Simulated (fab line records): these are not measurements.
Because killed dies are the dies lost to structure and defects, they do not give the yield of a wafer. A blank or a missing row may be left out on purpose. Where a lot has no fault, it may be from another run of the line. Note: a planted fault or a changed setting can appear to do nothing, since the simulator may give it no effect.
Split-lot trial | flow rit cmos | 5 lots, 23 wafers read, on a route of 202 steps

THE SPLIT ITSELF
At RIT_PSD_IMPLANT_08, the setting energy kev was moved away from the recipe's 27 on 5 of the 23 wafers read, by -5.6% to +4.9%. All remaining wafers had this setting at the recipe value.

FROM THE SPLIT TO THE READING: what the file shows between them, 3 steps
- RIT_PSD_STRIP_09: strips in O2, time 180 s
- RIT_SDANNEAL_CLEAN_02: cleans in SC2, time 600 s
- RIT_SDANNEAL_RTA_03: time 5 s

THE READING
PSD_RS (ohm/sq), read at RIT_SDANNEAL_RS_MEAS_04 with a four-point probe. Fault-free wafers of this fab line usually give 115.6 ohm/sq, standard deviation 0.33 ohm/sq.

wafer  | tool, chamber at the split | energy kev as run | against the recipe | PSD_RS, ohm/sq | against lot-mates on the recipe
L076.1 | implanter-04, 0            | 25.49             | -5.6%              | 118.5          | +3.0
L076.2 | implanter-04, 0            | 27                | recipe             | 115.4          | -
L076.3 | implanter-04, 0            | 27                | recipe             | 115.7          | -
L076.4 | implanter-04, 0            | 27                | recipe             | 115.4          | -
L076.6 | implanter-04, 0            | 25.49             | -5.6%              | 118.7          | +3.2
L077.1 | implanter-04, 0            | 27                | recipe             | 116.1          | -
L077.3 | implanter-04, 0            | 27                | recipe             | 116.1          | -
L077.4 | implanter-04, 0            | 27                | recipe             | 116.0          | -
L077.5 | implanter-04, 0            | 27                | recipe             | 116.4          | -
L077.6 | implanter-04, 0            | 27                | recipe             | 116.0          | -
L079.2 | implanter-01, 0            | 28.31             | +4.9%              | 112.7          | -2.8
L079.3 | implanter-01, 0            | 27                | recipe             | 115.5          | -
L079.4 | implanter-01, 0            | 27                | recipe             | 115.5          | -
L079.5 | implanter-01, 0            | 28.31             | +4.9%              | 112.6          | -2.9
L079.6 | implanter-01, 0            | 28.31             | +4.9%              | 112.9          | -2.6
L081.2 | implanter-04, 0            | 27                | recipe             | 115.6          | -
L081.3 | implanter-04, 0            | 27                | recipe             | 115.9          | -
L081.4 | implanter-04, 0            | 27                | recipe             | 115.9          | -
L081.5 | implanter-04, 0            | 27                | recipe             | 115.5          | -
L081.6 | implanter-04, 0            | 27                | recipe             | 115.7          | -
L084.1 | implanter-03, 0            | 27                | recipe             | 115.9          | -
L084.3 | implanter-03, 0            | 27                | recipe             | 115.9          | -
L084.5 | implanter-03, 0            | 27                | recipe             | 116.0          | -

FIT RESULTS
A straight line over all 23 wafers: PSD_RS changes by -0.569 ohm/sq for each +1% of energy kev; r = -0.98; the points scatter about the line by 0.3 ohm/sq.
The same after taking each lot's own level away (the mean of its wafers on the recipe; 23 wafers): -0.563 ohm/sq for each +1%; r = -1.00; scatter 0.13 ohm/sq.
The reading moves by 3.1 ohm/sq for the largest change in energy kev, on that fit.
The lots' own levels span 115.50 to 116.12 ohm/sq, that is 1.9 times the standard deviation above.
The two slopes agree, so the slope changes little with the lot-to-lot level.
Check: for one of the wafers moved furthest among these (-5.6%), held out of the fit, the line's prediction against its lot-mates is +3.19 ohm/sq. Against them it came out at +3 ohm/sq.

THE OTHER SPLITS THESE WAFERS WENT THROUGH
These wafers also went through other splits before the reading. Each is held against what the fit with the lots' levels taken away leaves over:
other split on the same wafers   | wafers away from the commonest value | r with PSD_RS (lot level and that fit taken away)
RIT_NWELL_IMPLANT_08 energy kev  | 7                                    | -0.31
RIT_NRETRO_COAT_01 resist thk nm | 9                                    | +0.07
RIT_NRETRO_IMPLANT_08 energy kev | 7                                    | -0.10
RIT_PRETRO_IMPLANT_08 energy kev | 7                                    | +0.07
RIT_GATE_OXIDATION_05 temp c     | 15                                   | +0.04
RIT_PLDD_COAT_01 spin rpm        | 9                                    | +0.17
RIT_NSD_IMPLANT_08 dose cm2      | 9                                    | -0.06

THE WHOLE CHAIN: every reading that the file lists as answering this split, in the file's order
step                    | what it does                 | reading                                                         | change (the file's fit)               | r (the file's)
RIT_PSD_IMPLANT_08      |                              | implant.rp nm (the simulator's own value, which no gauge read)  | +0.182 nm for each +1% of the setting | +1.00
RIT_PSD_IMPLANT_08      |                              | implant.drp nm (the simulator's own value, which no gauge read) | +0.085 nm for each +1% of the setting | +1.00
RIT_SDANNEAL_RS_MEAS_04 | measures by four-point-probe | PSD_RS                                                          | -0.559 for each +1% of the setting    | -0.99

THE FILE'S OWN FIT
PSD_RS changes by -0.559 ohm/sq for each +1% of energy kev, r = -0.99.
